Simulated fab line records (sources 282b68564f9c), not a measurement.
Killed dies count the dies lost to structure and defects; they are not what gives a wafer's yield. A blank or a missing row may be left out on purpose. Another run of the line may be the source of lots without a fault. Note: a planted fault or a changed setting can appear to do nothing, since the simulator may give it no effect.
Split-lot study | flow rit cmos | on a route of 202 steps: 5 lots, 23 wafers read

== THE SPLIT ==
At RIT_NLDD_IMPLANT_08, the setting energy kev was moved away from the recipe's 20 on 6 of the 23 wafers read, by -3.6% to +3.8%. For the rest of the wafers, this setting stayed at what the recipe calls for.

The reading is taken at the split's own step.

== THE READING ==
implant.drp nm (the simulator's own value, which no gauge read), in nm, at RIT_NLDD_IMPLANT_08. The file does not state a usual value for it.

wafer  | tool, chamber at the split | energy kev as run | against the recipe | implant.drp nm, nm | against lot-mates on the recipe
L075.2 | implanter-01, 0            | 20                | recipe             | 12.97              | -
L075.3 | implanter-01, 0            | 20                | recipe             | 12.97              | -
L075.4 | implanter-01, 0            | 20                | recipe             | 12.97              | -
L075.5 | implanter-01, 0            | 20                | recipe             | 12.97              | -
L075.6 | implanter-01, 0            | 20                | recipe             | 12.97              | -
L076.1 | implanter-01, 0            | 20                | recipe             | 12.97              | -
L076.3 | implanter-01, 0            | 20                | recipe             | 12.97              | -
L076.2 | implanter-01, 0            | 19.29             | -3.6%              | 12.69              | -0.28
L076.5 | implanter-01, 0            | 19.29             | -3.6%              | 12.69              | -0.28
L076.6 | implanter-01, 0            | 19.29             | -3.6%              | 12.69              | -0.28
L078.1 | implanter-01, 0            | 20                | recipe             | 12.97              | -
L078.2 | implanter-01, 0            | 20                | recipe             | 12.97              | -
L078.3 | implanter-01, 0            | 20                | recipe             | 12.97              | -
L078.5 | implanter-01, 0            | 20                | recipe             | 12.97              | -
L078.6 | implanter-01, 0            | 20                | recipe             | 12.97              | -
L083.3 | implanter-03, 0            | 20                | recipe             | 12.97              | -
L083.4 | implanter-03, 0            | 20                | recipe             | 12.97              | -
L083.5 | implanter-03, 0            | 20                | recipe             | 12.97              | -
L085.1 | implanter-03, 0            | 20.76             | +3.8%              | 13.26              | +0.29
L085.2 | implanter-03, 0            | 20.76             | +3.8%              | 13.26              | +0.29
L085.4 | implanter-03, 0            | 20.76             | +3.8%              | 13.26              | +0.29
L085.3 | implanter-03, 0            | 20                | recipe             | 12.97              | -
L085.6 | implanter-03, 0            | 20                | recipe             | 12.97              | -

FIT RESULTS
A straight line over all 23 wafers: implant.drp nm changes by +0.0775 nm for each +1% of energy kev; r = +1.00; the points scatter about the line by 0.0022 nm.
The same after taking each lot's own level away (the mean of its wafers on the recipe; 23 wafers): +0.0775 nm for each +1%; r = +1.00; scatter 0.0022 nm.
The reading moves by 0.29 nm for the largest change in energy kev, on that fit.
The lots' own levels span 12.970 to 12.970 nm.
The two slopes agree, so the slope changes little with the lot-to-lot level.
Check: with one of the wafers moved furthest among these (+3.8%) left out of the fit, the line predicts +0.294 nm for it against its lot-mates. Against them it came out at +0.29 nm.

== ADDITIONAL SPLITS CARRIED BY THESE WAFERS ==
Before the reading, these wafers also passed through other splits. Each is held against what the fit with the lots' levels taken away leaves over:
other split on the same wafers | wafers away from the commonest value | r with implant.drp nm (lot level and that fit taken away)
RIT_NLDD_COAT_01 spin rpm      | 6                                    | +0.18

== FILE'S OWN FIT ==
implant.drp nm changes by +0.0782 nm for each +1% of energy kev, r = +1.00.
